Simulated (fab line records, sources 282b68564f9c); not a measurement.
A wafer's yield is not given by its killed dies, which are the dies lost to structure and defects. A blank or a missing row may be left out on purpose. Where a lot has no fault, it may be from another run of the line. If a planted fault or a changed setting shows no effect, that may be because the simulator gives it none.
fab line records ; flow ritCmos
record: lots: 14; wafers: 42; lastDay: 8
route steps=202 shown NLDD@112 PLDD@124
lots that met no fault: taken from a fault-free run of the same line
startH: hours from the record's first day to the start of the lot's first wafer shown ; waitH: hours from the lot's prior step to this one ; " the same as in the row above ; L1.1+2: a row that stands for several wafers ; - either no value or no given start ; * or withheld: withheld ; < > ~ a bound
route shown NAME@n: a module of which the file shows steps, and the number in the route of the first ; usual: mean and standard deviation over wafers with no fault ; same: alike in all rows ; chamber/n: place in a boat ; sites: per-site readings ; _std_site: the standard deviation of these ; _edge_site: mean of outer sites minus mean of inner sites ; radiusMm: for every site, how far away it sits from the centre of the wafer ; mask NAME#n: copy n ; behind: tool/chamber where the wafer was last shaped ; hold: what put the lot on hold/how long, in hours/how the hold closed ; device: the transistor (n, p or np) that didn't switch ; end of line: the tests these same wafers got at the end of their route ; a step without rows: its recipe alone ; killed: count of dies lost to structure and defects at first sort (not the wafer's yield) ; map: dies across one wafer; x = killed, . = not, _ = none there
set.NAME: setting as actually run; set.NAME@STEP: the setting as run at that earlier step ; model.NAME: the simulator's own value behind a step, which no gauge read
a sample of lots followed through the steps of the route, with each step as a table and each wafer as a row
== steps ==
step: RIT_NLDD_STRIP_09
recipe: chemistry: O2; timeS: 180; resist: NOVOLAK; platenTempC: withheld; powerW: 500; pressureMtorr: 4000; o2FlowSccm: 4000
usual: chamberPressureMTorr: 4000/3.5; drypumpMotorCurrentA: 5.7/0.45; timeS: 180/0
lot.wafer;tool;chamber;startH;waitH;chamberPressureMTorr;drypumpMotorCurrentA;rfHoursCounterH;timeS
L626.2;plasmaAsher-02;0;47.29;0.1;4005;5.4;24;180
L626.3;plasmaAsher-02;1;47.29;0.1;4003;6.5;-;180
L626.5;plasmaAsher-02;0;47.29;0.1;4003;5.4;-;180
L630.2;plasmaAsher-03;0;62.59;0.1;3995;5.7;32;180
L630.3;plasmaAsher-03;0;62.59;0.1;4001;5.8;-;180
L630.5;plasmaAsher-03;0;62.59;0.1;4007;5.8;-;180
L631.2;plasmaAsher-03;1;67.57;0.1;3997;5.1;33;180
L631.3;plasmaAsher-03;0;67.57;0.1;4007;5.7;-;180
L631.5;plasmaAsher-03;0;67.57;0.1;4004;5.8;-;180
L632.1;plasmaAsher-01;1;71.87;0.1;4001;6.3;48;180
L632.4;plasmaAsher-01;1;71.87;0.1;3994;6.3;-;180
L632.6;plasmaAsher-01;1;71.87;0.1;3998;6.3;-;180
L633.2;plasmaAsher-01;1;82.30;0.1;4004;6.3;49;180
L633.3;plasmaAsher-01;1;82.30;0.1;4000;6.3;-;180
L633.4;plasmaAsher-01;0;82.30;0.1;3999;5.8;-;180
L635.2;plasmaAsher-01;0;87.81;0.1;-;-;-;-
L635.4;plasmaAsher-01;0;87.81;0.1;-;-;-;-
L635.5;plasmaAsher-01;0;87.81;0.1;-;-;-;-
L636.1;plasmaAsher-03;0;91.41;0.1;-;-;-;-
L636.2;plasmaAsher-03;1;91.41;0.1;-;-;-;-
L636.3;plasmaAsher-03;0;91.41;0.1;-;-;-;-
L639.1;plasmaAsher-03;1;108.16;0.1;3997;5.1;37;180
L639.3;plasmaAsher-03;0;108.16;0.1;4003;5.8;-;180
L639.4;plasmaAsher-03;1;108.16;0.1;3991;5.1;-;180
L641.1;plasmaAsher-03;0;121.22;0.1;4002;5.7;38;180
L641.5;plasmaAsher-03;1;121.22;0.1;4003;5.1;-;180
L641.6;plasmaAsher-03;0;121.22;0.1;3995;5.7;-;180
L642.1;plasmaAsher-03;1;128.42;0.1;4002;5.1;39;180
L642.2;plasmaAsher-03;0;128.42;0.1;4004;5.7;39;180
L642.4;plasmaAsher-03;0;128.42;0.1;4006;5.7;-;180
L646.1;plasmaAsher-03;1;149.80;0.1;4001;5.1;41;180
L646.5;plasmaAsher-03;0;149.80;0.1;3999;5.8;-;180
L646.6;plasmaAsher-03;1;149.80;0.1;4002;5.1;-;180
L647.3;plasmaAsher-03;1;155.10;0.1;3994;5.1;-;180
L647.4;plasmaAsher-03;0;155.10;0.1;4011;5.8;-;180
L647.5;plasmaAsher-03;0;155.10;0.1;4001;5.7;-;180
L648.1;plasmaAsher-01;1;159.84;0.1;4001;6.3;56;180
L648.3;plasmaAsher-01;0;159.84;0.1;3998;5.7;-;180
L648.5;plasmaAsher-01;1;159.84;0.1;4003;6.3;-;180
L649.1;plasmaAsher-02;1;167.47;0.1;3997;6.5;36;180
L649.2;plasmaAsher-02;0;167.47;0.1;4001;5.4;36;180
L649.3;plasmaAsher-02;1;167.47;0.1;4005;6.5;-;180
step: RIT_PLDD_TW_MEAS_10
usual: PLDD_TW: 2348/31
lot.wafer;tool;chamber;startH;waitH;PLDD_TW
L626.2;filmMetro-03;-;48.90;0.1;2378
L626.3;filmMetro-03;-;48.90;0.1;2384
L626.5;filmMetro-03;-;48.90;0.1;2382
L630.2;filmMetro-04;-;64.24;0.1;2327
L630.3;filmMetro-04;-;64.24;0.1;2308
L630.5;filmMetro-04;-;64.24;0.1;2310
L631.2;filmMetro-04;-;69.17;0.1;2311
L631.3;filmMetro-04;-;69.17;0.1;2297
L631.5;filmMetro-04;-;69.17;0.1;2314
L632.1;filmMetro-04;-;73.54;0.1;2318
L632.4;filmMetro-04;-;73.54;0.1;2319
L632.6;filmMetro-04;-;73.54;0.1;2306
L633.2;filmMetro-01;-;83.91;0.1;2391
L633.3;filmMetro-01;-;83.91;0.1;2379
L633.4;filmMetro-01;-;83.91;0.1;2386
L635.2;filmMetro-01;-;89.41;0.1;30
L635.4;filmMetro-01;-;89.41;0.1;31
L635.5;filmMetro-01;-;89.41;0.1;31
L636.1;filmMetro-04;-;93.00;0.1;30
L636.2;filmMetro-04;-;93.00;0.1;30
L636.3;filmMetro-04;-;93.00;0.1;30
L639.1;filmMetro-04;-;109.76;0.1;2321
L639.3;filmMetro-04;-;109.76;0.1;2324
L639.4;filmMetro-04;-;109.76;0.1;2308
L641.1;filmMetro-01;-;122.82;0.1;2386
L641.5;filmMetro-01;-;122.82;0.1;2386
L641.6;filmMetro-01;-;122.82;0.1;2388
L642.1;filmMetro-04;-;130.01;0.1;2330
L642.2;filmMetro-04;-;130.01;0.1;2329
L642.4;filmMetro-04;-;130.01;0.1;2317
L646.1;filmMetro-01;-;151.53;0.1;2387
L646.5;filmMetro-01;-;151.53;0.1;2397
L646.6;filmMetro-01;-;151.53;0.1;2394
L647.3;filmMetro-03;-;156.78;0.1;2362
L647.4;filmMetro-03;-;156.78;0.1;2365
L647.5;filmMetro-03;-;156.78;0.1;2365
L648.1;filmMetro-03;-;161.44;0.1;2365
L648.3;filmMetro-03;-;161.44;0.1;2353
L648.5;filmMetro-03;-;161.44;0.1;2360
L649.1;filmMetro-01;-;169.10;0.1;2371
L649.2;filmMetro-01;-;169.10;0.1;2356
L649.3;filmMetro-01;-;169.10;0.1;2364
== key ==
firstSign: step: RIT_NLDD_STRIP_09; reading: toolRecord; direction: missing
effect: step: RIT_PLDD_TW_MEAS_10; reading: PLDD_TW; direction: down; sigmas: 75; usual: 2348; struck: 30
metAt RIT_NLDD_STRIP_09
struckLots L635,L636
laterRowsLeftOut L635.2,L635.4,L635.5,L636.1,L636.2,L636.3
sortLeftOut L635.2,L635.4,L635.5,L636.1,L636.2,L636.3
testerLeftOut L635,L636
onsetBetween 82.30 87.81
fault: kind: skippedStepWhole; tool: plasmaAsher-01,plasmaAsher-03; chamber: -; onsetH: 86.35; steps: RIT_NLDD_STRIP_09; scope: struckLotsOnly
testerLeftOut: of these lots the tester's yield and bins aren't shown, on N5 and GAA mostly nor the transistor test; their killed dies are dies lost to structure and defects alone, not to doping, threshold or leakage, so they don't give the yield
sortLeftOut: the simulated sort isn't trusted on such a fault, so these wafers' sort isn't shown, and their yield isn't known
laterRowsLeftOut: the simulator's readings of these wafers behind a module that went badly wrong aren't trusted and aren't shown, but for the sort
